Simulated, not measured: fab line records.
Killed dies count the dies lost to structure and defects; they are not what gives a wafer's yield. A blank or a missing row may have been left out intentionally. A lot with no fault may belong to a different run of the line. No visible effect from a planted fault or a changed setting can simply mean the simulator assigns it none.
fab line records + flow ritCmos
record
- lots=7
- wafers=21
- lastDay=7
route steps=202 shown PWELL@49 WELLDRIVE@50 NWELL@51 NRETRO@53 PRETRO@64 M1@202
lots that met no fault: taken from a fault-free run of the same line
startH: hours from the record's first day to the start of the lot's first wafer shown + waitH: time in hours since the lot's previous step + " identical to the entry in the row above + L1.1+2: one row covering several wafers at once + - no value present, or no start provided + * or withheld: withheld + < > ~ a bound
route shown NAME@n: NAME is a module with steps in the file, n the number in the route of the first one + usual: mean and standard deviation over wafers with no fault + same: alike in all rows + chamber/n: place in a boat + sites: the reading at each site + _std_site: how widely they spread, as a standard deviation + _edge_site: inner sites' mean taken away from outer sites' mean + radiusMm: how far each site lies from the wafer's centre + mask NAME#n: copy n + behind: the last tool/chamber to shape the wafer + hold: why the lot was held/for how many hours/how that ended + device: the transistor (n, p or np) that didn't switch + end of line: tests of these same wafers at the route's end + a step with no rows: only its recipe + killed: the dies lost at the first sort to structure and to defects; this is not the yield of the wafer + map: shows each die of a wafer: x if killed, . if not, _ if none is there
set.NAME: the setting that was run; set.NAME@STEP: the one run at that earlier step + model.NAME: the simulator's own value behind a step, which no gauge read
certain route steps with their lots: each step a table, each wafer a row
services: when a tool's chamber went out of use (startH, in hours from the record's first day, below 0 if earlier), for how many hours, and the reason
## steps
# step RIT_PWELL_TW_MEAS_10
# usual
- PWELL_TW=961/6.2
| lot.wafer | tool         | chamber | startH | waitH | PWELL_TW |
|-----------|--------------|---------|--------|-------|----------|
| L699.3    | filmMetro-04 | -       | 28.97  | 0.1   | 952      |
| L699.4    | "            | -       | "      | "     | 948      |
| L699.5    | "            | -       | "      | "     | 947      |
| L709.1    | filmMetro-04 | -       | 79.82  | 0.1   | 956      |
| L709.2    | "            | -       | "      | "     | 958      |
| L709.3    | "            | -       | "      | "     | 958      |
| L712.3    | filmMetro-03 | -       | 94.60  | 0.1   | 973      |
| L712.4    | "            | -       | "      | "     | 971      |
| L712.6    | "            | -       | "      | "     | 970      |
| L713.1    | filmMetro-03 | -       | 100.22 | 0.1   | 965      |
| L713.2    | "            | -       | "      | "     | 968      |
| L713.3    | "            | -       | "      | "     | 965      |
| L715.1    | filmMetro-01 | -       | 108.58 | 0.1   | 955      |
| L715.3    | "            | -       | "      | "     | 952      |
| L715.5    | "            | -       | "      | "     | 963      |
| L716.1    | filmMetro-03 | -       | 113.98 | 0.1   | 963      |
| L716.3    | "            | -       | "      | "     | 964      |
| L716.4    | "            | -       | "      | "     | 963      |
| L721.3    | filmMetro-01 | -       | 139.55 | 0.1   | 958      |
| L721.4    | "            | -       | "      | "     | 962      |
| L721.5    | "            | -       | "      | "     | 966      |
# step RIT_WELLDRIVE_ANNEAL_00
# recipe
- tempC=1100
- timeS=14700
- ambient=N2
# step RIT_WELLDRIVE_RS_MEAS_01
# recipe
- thkMeasGauge=four-point-probe
# usual
- NWELL_RS=276.0/0.67
| lot.wafer | tool         | chamber | startH | waitH | NWELL_RS[ohm/sq] |
|-----------|--------------|---------|--------|-------|------------------|
| L699.3    | filmMetro-01 | -       | 34.21  | 0.0   | 277.9            |
| L699.4    | "            | -       | "      | "     | 276.4            |
| L699.5    | "            | -       | "      | "     | 276.3            |
| L709.1    | filmMetro-03 | -       | 86.38  | 0.0   | 276.1            |
| L709.2    | "            | -       | "      | "     | 275.5            |
| L709.3    | "            | -       | "      | "     | 276.3            |
| L712.3    | filmMetro-01 | -       | 101.17 | 0.0   | 276.1            |
| L712.4    | "            | -       | "      | "     | 276.9            |
| L712.6    | "            | -       | "      | "     | 276.7            |
| L713.1    | filmMetro-01 | -       | 106.21 | 0.0   | 276.9            |
| L713.2    | "            | -       | "      | "     | 277.0            |
| L713.3    | "            | -       | "      | "     | 276.1            |
| L715.1    | filmMetro-03 | -       | 113.72 | 0.0   | 276.0            |
| L715.3    | "            | -       | "      | "     | 275.3            |
| L715.5    | "            | -       | "      | "     | 275.3            |
| L716.1    | filmMetro-03 | -       | 119.12 | 0.0   | 276.2            |
| L716.3    | "            | -       | "      | "     | 276.8            |
| L716.4    | "            | -       | "      | "     | 276.7            |
| L721.3    | filmMetro-03 | -       | 147.62 | 0.0   | 276.1            |
| L721.4    | "            | -       | "      | "     | 276.1            |
| L721.5    | "            | -       | "      | "     | 275.1            |
# step RIT_WELLDRIVE_RS_MEAS_02
# recipe
- thkMeasGauge=four-point-probe
# usual
- PWELL_RS=429.9/1.3
| lot.wafer | tool         | chamber | startH | waitH | PWELL_RS[ohm/sq] |
|-----------|--------------|---------|--------|-------|------------------|
| L699.3    | filmMetro-01 | -       | 34.33  | 0.1   | 430.1            |
| L699.4    | "            | -       | "      | "     | 431.3            |
| L699.5    | "            | -       | "      | "     | 431.0            |
| L709.1    | filmMetro-03 | -       | 86.50  | 0.1   | 431.0            |
| L709.2    | "            | -       | "      | "     | 430.7            |
| L709.3    | "            | -       | "      | "     | 429.7            |
| L712.3    | filmMetro-01 | -       | 101.29 | 0.1   | 427.2            |
| L712.4    | "            | -       | "      | "     | 427.4            |
| L712.6    | "            | -       | "      | "     | 427.7            |
| L713.1    | filmMetro-01 | -       | 106.33 | 0.1   | 428.8            |
| L713.2    | "            | -       | "      | "     | 429.3            |
| L713.3    | "            | -       | "      | "     | 429.9            |
| L715.1    | filmMetro-03 | -       | 113.84 | 0.1   | 430.1            |
| L715.3    | "            | -       | "      | "     | 431.1            |
| L715.5    | "            | -       | "      | "     | 430.3            |
| L716.1    | filmMetro-03 | -       | 119.24 | 0.1   | 429.3            |
| L716.3    | "            | -       | "      | "     | 430.6            |
| L716.4    | "            | -       | "      | "     | 430.2            |
| L721.3    | filmMetro-03 | -       | 147.74 | 0.1   | 431.4            |
| L721.4    | "            | -       | "      | "     | 431.6            |
| L721.5    | "            | -       | "      | "     | 431.1            |
# step RIT_NRETRO_HMDS_00
# recipe
- primeTimeS=60
- primeTempC=140
# step RIT_NRETRO_COAT_01
# recipe
- resist=NOVOLAK
- spinRpm=2000
- resistThkNm=1300
# step RIT_NRETRO_SOFTBAKE_02
# recipe
- resist=NOVOLAK
- tempC=90
- timeS=60
# step RIT_NRETRO_EXPOSE_03
# recipe
- maskId=M4
- na=0.57
- targetCdNm=43900
- doseMj=250
# step RIT_NRETRO_PEB_04
# recipe
- resist=NOVOLAK
- tempC=withheld
- timeS=withheld
# step RIT_NRETRO_DEVELOP_05
# recipe
- resist=NOVOLAK
- developTimeS=68
- devTempC=23
# step RIT_NRETRO_OVL_MEAS_06
# usual
- NRETRO_OVL=0.1/1.5
| lot.wafer | tool       | chamber | startH | waitH | NRETRO_OVL[nm] |
|-----------|------------|---------|--------|-------|----------------|
| L699.3    | overlay-02 | -       | 35.36  | -     | 0.2            |
| L699.4    | "          | -       | "      | "     | -0.9           |
| L699.5    | "          | -       | "      | "     | -1.0           |
| L709.1    | overlay-01 | -       | 87.62  | -     | 0.3            |
| L709.2    | "          | -       | "      | "     | 0.7            |
| L709.3    | "          | -       | "      | "     | -0.7           |
| L712.3    | overlay-02 | -       | 102.65 | -     | 1.3            |
| L712.4    | "          | -       | "      | "     | 1.8            |
| L712.6    | "          | -       | "      | "     | 0.5            |
| L713.1    | overlay-02 | -       | 107.33 | -     | -0.4           |
| L713.2    | "          | -       | "      | "     | -0.7           |
| L713.3    | "          | -       | "      | "     | -1.1           |
| L715.1    | overlay-02 | -       | 114.97 | -     | -1.1           |
| L715.3    | "          | -       | "      | "     | -1.3           |
| L715.5    | "          | -       | "      | "     | -2.5           |
| L716.1    | overlay-02 | -       | 120.51 | -     | -0.3           |
| L716.3    | "          | -       | "      | "     | 0.5            |
| L716.4    | "          | -       | "      | "     | -0.6           |
| L721.3    | overlay-02 | -       | 148.83 | -     | -2.2           |
| L721.4    | "          | -       | "      | "     | -1.3           |
| L721.5    | "          | -       | "      | "     | -3.5           |
# step RIT_NRETRO_HARDBAKE_07
# recipe
- resist=NOVOLAK
- tempC=140
- timeS=120
# step RIT_NRETRO_IMPLANT_08
# recipe
- species=P
- energyKev=70
- doseCm2=1e+13
- tiltDeg=7
# usual
- doseIonsCm2=1.0002e+13/1.1e+10
- endStationPressureTorr=5.05e-06/2.6e-07
- faradayCurrentUA=31.8/0.64
- tiltDeg=6.999/0.019
| lot.wafer | tool         | chamber | startH | waitH | doseIonsCm2 | endStationPressureTorr | faradayCurrentUA | tiltDeg |
|-----------|--------------|---------|--------|-------|-------------|------------------------|------------------|---------|
| L699.3    | implanter-03 | 0       | 35.77  | 0.2   | 9.994e+12   | 4.84e-06               | 32.2             | 7.003   |
| L699.4    | "            | 0       | "      | "     | 9.998e+12   | 4.69e-06               | 32.7             | 7.003   |
| L699.5    | "            | 0       | "      | "     | 1.0003e+13  | 4.96e-06               | 30.5             | 6.955   |
| L709.1    | implanter-01 | 0       | 87.91  | 0.2   | 1.0008e+13  | 4.77e-06               | 31.9             | 7.024   |
| L709.2    | "            | 0       | "      | "     | 1.0012e+13  | 5.02e-06               | 31.5             | 7.000   |
| L709.3    | "            | 0       | "      | "     | 1.0016e+13  | 5.12e-06               | 31.4             | 6.998   |
| L712.3    | implanter-01 | 0       | 102.97 | 0.2   | 9.998e+12   | 5.14e-06               | 32.6             | 7.018   |
| L712.4    | "            | 0       | "      | "     | 9.994e+12   | 5.33e-06               | 32.5             | 7.006   |
| L712.6    | "            | 0       | "      | "     | 9.984e+12   | 4.6e-06                | 31.6             | 6.998   |
| L713.1    | implanter-04 | 0       | 107.66 | 0.2   | 1.0014e+13  | 5.11e-06               | 31.8             | 7.012   |
| L713.2    | "            | 0       | "      | "     | 1.0018e+13  | 5.18e-06               | 31.7             | 7.000   |
| L713.3    | "            | 0       | "      | "     | 1.0013e+13  | 4.8e-06                | 32.6             | 7.004   |
| L715.1    | implanter-01 | 0       | 115.25 | 0.2   | 9.995e+12   | 4.71e-06               | 31.2             | 6.991   |
| L715.3    | "            | 0       | "      | "     | 1e+13       | 4.84e-06               | 31.9             | 6.961   |
| L715.5    | "            | 0       | "      | "     | 9.986e+12   | 4.83e-06               | 32.3             | 6.966   |
| L716.1    | implanter-01 | 0       | 120.80 | 0.2   | 1.0017e+13  | 4.95e-06               | 32.4             | 6.979   |
| L716.3    | "            | 0       | "      | "     | 9.991e+12   | 5.23e-06               | 30.7             | 6.992   |
| L716.4    | "            | 0       | "      | "     | 9.998e+12   | 4.87e-06               | 31.4             | 6.990   |
| L721.3    | implanter-04 | 0       | 149.16 | 0.2   | 1.0014e+13  | 5.11e-06               | 31.6             | 6.992   |
| L721.4    | "            | 0       | "      | "     | 1.001e+13   | 5.23e-06               | 32.5             | 6.986   |
| L721.5    | "            | 0       | "      | "     | 1.0016e+13  | 4.93e-06               | 31.9             | 6.973   |
# step RIT_NRETRO_STRIP_09
# recipe
- chemistry=O2
- timeS=180
- resist=NOVOLAK
- platenTempC=withheld
- powerW=500
- pressureMtorr=4000
- o2FlowSccm=4000
# usual
- drypumpMotorCurrentA=5.7/0.3
- rfReflPowerW=5.9/0.99
| lot.wafer | tool           | chamber | startH | waitH | drypumpMotorCurrentA | rfHoursCounterH | rfReflPowerW |
|-----------|----------------|---------|--------|-------|----------------------|-----------------|--------------|
| L699.3    | plasmaAsher-01 | 1       | 35.92  | 0.1   | 6.1                  | -               | 5.8          |
| L699.4    | "              | 0       | "      | "     | 5.2                  | -               | 4.5          |
| L699.5    | "              | 0       | "      | "     | 5.2                  | -               | 4.7          |
| L709.1    | plasmaAsher-04 | 0       | 88.06  | 0.1   | 6.0                  | 41              | 6.6          |
| L709.2    | "              | 1       | "      | "     | 5.6                  | 41              | 6.4          |
| L709.3    | "              | 1       | "      | "     | 5.6                  | -               | 6.3          |
| L712.3    | plasmaAsher-02 | 0       | 103.13 | 0.1   | 5.8                  | -               | 7.1          |
| L712.4    | "              | 1       | "      | "     | 5.4                  | -               | 5.0          |
| L712.6    | "              | 0       | "      | "     | 5.8                  | -               | 7.3          |
| L713.1    | plasmaAsher-04 | 0       | 107.81 | 0.1   | 6.0                  | 43              | 6.7          |
| L713.2    | "              | 1       | "      | "     | 5.6                  | 43              | 6.5          |
| L713.3    | "              | 0       | "      | "     | 6.0                  | -               | 6.8          |
| L715.1    | plasmaAsher-02 | 1       | 115.40 | 0.1   | 5.3                  | 34              | 4.9          |
| L715.3    | "              | 0       | "      | "     | 5.8                  | -               | 7.2          |
| L715.5    | "              | 0       | "      | "     | 5.8                  | -               | 7.3          |
| L716.1    | plasmaAsher-01 | 1       | 120.95 | 0.1   | 6.0                  | 49              | 5.8          |
| L716.3    | "              | 0       | "      | "     | 5.2                  | -               | 4.7          |
| L716.4    | "              | 1       | "      | "     | 6.0                  | -               | 5.7          |
| L721.3    | plasmaAsher-01 | 0       | 149.32 | 0.1   | 5.2                  | -               | 4.6          |
| L721.4    | "              | 1       | "      | "     | 6.0                  | -               | 6.0          |
| L721.5    | "              | 1       | "      | "     | 6.0                  | -               | 5.6          |
# step RIT_NRETRO_TW_MEAS_10
# usual
- NRETRO_TW=1060/6.4
| lot.wafer | tool         | chamber | startH | waitH | NRETRO_TW |
|-----------|--------------|---------|--------|-------|-----------|
| L699.3    | filmMetro-01 | -       | 36.06  | 0.1   | 1053      |
| L699.4    | "            | -       | "      | "     | 1052      |
| L699.5    | "            | -       | "      | "     | 1053      |
| L709.1    | filmMetro-04 | -       | 88.23  | 0.1   | 1056      |
| L709.2    | "            | -       | "      | "     | 1062      |
| L709.3    | "            | -       | "      | "     | 1055      |
| L712.3    | filmMetro-04 | -       | 103.27 | 0.1   | 1003      |
| L712.4    | "            | -       | "      | "     | 1009      |
| L712.6    | "            | -       | "      | "     | 1004      |
| L713.1    | filmMetro-02 | -       | 107.99 | 0.1   | 1073      |
| L713.2    | "            | -       | "      | "     | 1064      |
| L713.3    | "            | -       | "      | "     | 1068      |
| L715.1    | filmMetro-02 | -       | 115.58 | 0.1   | 1020      |
| L715.3    | "            | -       | "      | "     | 1019      |
| L715.5    | "            | -       | "      | "     | 1024      |
| L716.1    | filmMetro-02 | -       | 121.12 | 0.1   | 1006      |
| L716.3    | "            | -       | "      | "     | 1012      |
| L716.4    | "            | -       | "      | "     | 1003      |
| L721.3    | filmMetro-02 | -       | 149.45 | 0.1   | 1068      |
| L721.4    | "            | -       | "      | "     | 1065      |
| L721.5    | "            | -       | "      | "     | 1065      |
# step RIT_PRETRO_HMDS_00
# recipe
- primeTimeS=60
- primeTempC=140
# step RIT_M1_PROBE_99
# usual
- killedAtContacts=0.0/0.22
- killedAtFrontEnd=7/3.2
- killedDies=8/3.2
- killedOpen=3.7/2.1
- killedShort=3.8/2.2
# same
- grossDies=264
- killed_at_M0_to_M3=0
- killed_at_M4_up=0
- killedAtBackSide=0
- killedAtOther=0
| lot.wafer | tool      | chamber | startH | waitH | killedAtContacts | killedAtFrontEnd | killedDies | killedOpen | killedShort | model.etest.pmos_0p15.driveUaUmRange | model.etest.pmos_0p15.driveUaUmRimLessCentre | model.etest.pmosNarrow.driveUaUm | model.etest.wellEdgeRight.lineOhmUm | model.etest.pmosNarrow.offLog10AUm | model.etest.pmos_0p3.offLog10AUm | model.etest.capPGate.cMinFfUm2 | model.etest.pmos_0p15.vtVRange |
|-----------|-----------|---------|--------|-------|------------------|------------------|------------|------------|-------------|--------------------------------------|----------------------------------------------|----------------------------------|-------------------------------------|------------------------------------|----------------------------------|--------------------------------|--------------------------------|
| L699.3    | prober-02 | -       | 63.72  | 0.2   | 0                | 12               | 12         | 6          | 6           | 2.549                                | 1.058                                        | 101.7                            | 183.1                               | -12.86                             | -13.06                           | 2.304                          | 0.003279                       |
| L699.4    | prober-02 | -       | 63.77  | 0.2   | 0                | 15               | 15         | 11         | 4           | 3.044                                | -2.129                                       | 101.4                            | 183.4                               | -12.78                             | -12.98                           | 2.319                          | 0.005293                       |
| L699.5    | prober-02 | -       | 63.82  | 0.2   | 0                | 8                | 8          | 5          | 3           | 4.042                                | -1.807                                       | 99.35                            | 184.2                               | -12.78                             | -12.89                           | 2.316                          | 0.007334                       |
| L709.1    | prober-02 | -       | 117.74 | 0.1   | 0                | 5                | 5          | 1          | 4           | 2.603                                | -0.1605                                      | 101.2                            | 181.2                               | -12.72                             | -13.02                           | 2.318                          | 0.0111                         |
| L709.2    | prober-02 | -       | 117.79 | 0.1   | 1                | 4                | 5          | 2          | 3           | 5.617                                | 0.07441                                      | 105.1                            | 183.3                               | -12.78                             | -12.88                           | 2.319                          | 0.004894                       |
| L709.3    | prober-02 | -       | 117.84 | 0.2   | 0                | 7                | 7          | 4          | 3           | 4.572                                | -1.129                                       | 101.6                            | 182.8                               | -12.93                             | -13.1                            | 2.313                          | 0.004493                       |
| L712.3    | prober-01 | -       | 132.52 | 0.2   | 0                | 5                | 5          | 1          | 4           | 23.41                                | -7.816                                       | 110.7                            | 182.7                               | -12.57                             | -12.54                           | 2.277                          | 0.05137                        |
| L712.4    | prober-01 | -       | 132.57 | 0.2   | 0                | 12               | 12         | 2          | 10          | 21.88                                | -7.765                                       | 109.4                            | 185.9                               | -12.54                             | -12.89                           | 2.249                          | 0.05006                        |
| L712.6    | prober-01 | -       | 132.67 | 0.2   | 0                | 5                | 5          | 5          | 0           | 21.29                                | -6.347                                       | 107.3                            | 186.8                               | -12.61                             | -12.92                           | 2.255                          | 0.04858                        |
| L713.1    | prober-02 | -       | 137.24 | 0.1   | 0                | 8                | 8          | 4          | 4           | 5.698                                | -1.107                                       | 102.9                            | 181.9                               | -12.77                             | -12.69                           | 2.316                          | 0.004942                       |
| L713.2    | prober-02 | -       | 137.29 | 0.1   | 1                | 9                | 10         | 6          | 4           | 3.288                                | 1.105                                        | 102.4                            | 184.6                               | -12.7                              | -12.8                            | 2.322                          | 0.00794                        |
| L713.3    | prober-02 | -       | 137.34 | 0.2   | 0                | 5                | 5          | 2          | 3           | 4.891                                | -2.103                                       | 104.2                            | 180                                 | -12.63                             | -12.79                           | 2.343                          | 0.006226                       |
| L715.1    | prober-02 | -       | 143.71 | 0.1   | 0                | 8                | 8          | 4          | 4           | 24.72                                | -13.12                                       | 107.2                            | 185.1                               | -12.62                             | -12.61                           | 2.288                          | 0.05118                        |
| L715.3    | prober-02 | -       | 143.81 | 0.2   | 0                | 6                | 6          | 3          | 3           | 23.53                                | -11.75                                       | 104.9                            | 183.5                               | -12.59                             | -12.53                           | 2.279                          | 0.05297                        |
| L715.5    | prober-02 | -       | 143.91 | 0.2   | 0                | 8                | 8          | 4          | 4           | 23.82                                | -12.88                                       | 105.2                            | 181.8                               | -12.43                             | -12.5                            | 2.293                          | 0.05287                        |
| L716.1    | prober-01 | -       | 153.19 | 0.1   | 0                | 4                | 4          | 3          | 1           | 25.61                                | -5.264                                       | 104.5                            | 185.4                               | -12.53                             | -12.71                           | 2.263                          | 0.05499                        |
| L716.3    | prober-01 | -       | 153.29 | 0.2   | 0                | 5                | 5          | 0          | 5           | 27.06                                | -3.906                                       | 102.9                            | 182.7                               | -12.58                             | -12.84                           | 2.268                          | 0.05731                        |
| L716.4    | prober-01 | -       | 153.34 | 0.2   | 0                | 7                | 7          | 6          | 1           | 27.65                                | -2.65                                        | 105.6                            | 184                                 | -12.55                             | -12.68                           | 2.278                          | 0.05438                        |
| L721.3    | prober-02 | -       | 179.31 | 0.2   | 0                | 13               | 13         | 6          | 7           | 4.781                                | 2.053                                        | 103.8                            | 183                                 | -12.74                             | -12.74                           | 2.319                          | 0.005603                       |
| L721.4    | prober-02 | -       | 179.36 | 0.2   | 0                | 6                | 6          | 3          | 3           | 4.388                                | -1.726                                       | 101.7                            | 180.5                               | -12.71                             | -12.89                           | 2.312                          | 0.006851                       |
| L721.5    | prober-02 | -       | 179.41 | 0.2   | 0                | 9                | 9          | 3          | 6           | 5.267                                | 2.885                                        | 102.2                            | 180.2                               | -12.8                              | -13.01                           | 2.32                           | 0.005193                       |
# killed by level:class
L699.3 GATE:geometricParticle:open=4 GATE:geometricParticle:short=3 REOX:geometricParticle:open=2 REOX:geometricParticle:short=2 SPACER:geometricParticle:short=1
L699.4 GATE:geometricParticle:open=7 REOX:geometricParticle:open=3 GATE:geometricParticle:short=2 FOX1:geometricParticle:short=1 FOX2:geometricParticle:open=1 SPACER:geometricParticle:short=1
L699.5 GATE:geometricParticle:open=2 FOX1:geometricParticle:open=1 FOX1:geometricParticle:short=1 GATE:geometricParticle:short=1 REOX:geometricParticle:open=1 SPACER:geometricParticle:open=1 SPACER:geometricParticle:short=1
L709.1 GATE:geometricParticle:short=2 GATE:geometricParticle:open=1 SPACER:geometricParticle:short=1 SILICIDE:geometricParticle:short=1
L709.2 FOX1:geometricParticle:open=1 GATE:geometricParticle:short=1 GATE:geometricParticle:open=1 SPACER:geometricParticle:short=1 CONTACT:geometricParticle:short=1
L709.3 GATE:geometricParticle:short=2 GATE:geometricParticle:open=2 SPACER:geometricParticle:open=2 SPACER:geometricParticle:short=1
L712.3 REOX:geometricParticle:short=3 SPACER:geometricParticle:short=1 SILICIDE:geometricParticle:open=1
L712.4 GATE:geometricParticle:short=3 REOX:geometricParticle:short=2 SPACER:geometricParticle:short=2 SPACER:geometricParticle:open=2 ACTIVE:geometricParticle:short=1 FOX2:geometricParticle:short=1 SILICIDE:geometricParticle:short=1
L712.6 REOX:geometricParticle:open=3 GATE:geometricParticle:open=1 SPACER:geometricParticle:open=1
L713.1 GATE:geometricParticle:short=3 GATE:geometricParticle:open=2 FOX1:geometricParticle:open=1 SPACER:geometricParticle:open=1 SPACER:geometricParticle:short=1
L713.2 GATE:geometricParticle:open=2 REOX:geometricParticle:short=2 GATE:geometricParticle:short=1 REOX:geometricParticle:open=1 SPACER:geometricParticle:short=1 SPACER:geometricParticle:open=1 SILICIDE:geometricParticle:open=1 CONTACT:geometricParticle:open=1
L713.3 GATE:geometricParticle:short=2 GATE:geometricParticle:open=2 REOX:geometricParticle:short=1
L715.1 GATE:geometricParticle:open=3 GATE:geometricParticle:short=2 FOX1:geometricParticle:short=1 FOX2:geometricParticle:open=1 SPACER:geometricParticle:short=1
L715.3 GATE:geometricParticle:short=2 FOX2:geometricParticle:open=1 FOX2:geometricParticle:short=1 GATE:geometricParticle:open=1 SILICIDE:geometricParticle:open=1
L715.5 GATE:geometricParticle:open=2 GATE:geometricParticle:short=2 SILICIDE:geometricParticle:open=2 REOX:geometricParticle:short=1 SILICIDE:geometricParticle:short=1
L716.1 GATE:geometricParticle:open=1 REOX:geometricParticle:open=1 REOX:geometricParticle:short=1 SPACER:geometricParticle:open=1
L716.3 GATE:geometricParticle:short=4 SPACER:geometricParticle:short=1
L716.4 GATE:geometricParticle:open=3 FOX1:geometricParticle:open=2 REOX:geometricParticle:short=1 REOX:geometricParticle:open=1
L721.3 GATE:geometricParticle:short=4 REOX:geometricParticle:open=3 GATE:geometricParticle:open=1 REOX:geometricParticle:short=1 SPACER:geometricParticle:short=1 SPACER:geometricParticle:open=1 SILICIDE:geometricParticle:short=1 SILICIDE:geometricParticle:open=1
L721.4 GATE:geometricParticle:open=2 GATE:geometricParticle:short=1 SPACER:geometricParticle:short=1 SPACER:geometricParticle:open=1 SILICIDE:geometricParticle:short=1
L721.5 FOX1:geometricParticle:open=1 FOX1:geometricParticle:short=1 FOX2:geometricParticle:open=1 FOX2:geometricParticle:short=1 GATE:geometricParticle:short=1 GATE:geometricParticle:open=1 REOX:geometricParticle:short=1 SPACER:geometricParticle:short=1
## services
| tool           | chamber | startH | hours | kind   |
|----------------|---------|--------|-------|--------|
| implanter-04   | -       | 22.97  | 81.8  | pm     |
| plasmaAsher-01 | -       | 54.90  | 3.0   | repair |
| plasmaAsher-04 | -       | 89.88  | 0.5   | repair |
| implanter-04   | -       | 107.93 | 3.1   | repair |
| implanter-04   | -       | 130.88 | 5.3   | pm     |
| plasmaAsher-02 | -       | 132.94 | 4.4   | repair |
| implanter-04   | -       | 146.30 | 0.8   | repair |
| implanter-01   | -       | 146.92 | 0.6   | repair |
## key
firstSign
- step=RIT_NRETRO_TW_MEAS_10
- reading=NRETRO_TW
- direction=down
- sigmas=7.6
- usual=1060
- struck=1011
effect none on later readings
modelEffect
- step=RIT_M1_PROBE_99
- value=etest.pmos_0p15.driveUaUmRange
- without=5.37
- struck=24.33
metAt RIT_NRETRO_IMPLANT_08
struckWafers L712.3,L712.4,L712.6,L715.1,L715.3,L715.5,L716.1,L716.3,L716.4
testerLeftOut L712,L715,L716
onsetBetween 87.91 102.97
fault
- kind=processParameterDrift
- tool=implanter-01
- chamber=-
- onsetH=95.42
- steps=RIT_NRETRO_IMPLANT_08
- channel=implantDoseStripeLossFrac
- offset=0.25
- shape=step
- endH=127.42
# testerLeftOut: of these lots the tester's yield and bins aren't shown, on N5 and GAA mostly nor the transistor test; their killed dies are dies lost to structure and defects alone, not to doping, threshold or leakage, so they don't give the yield
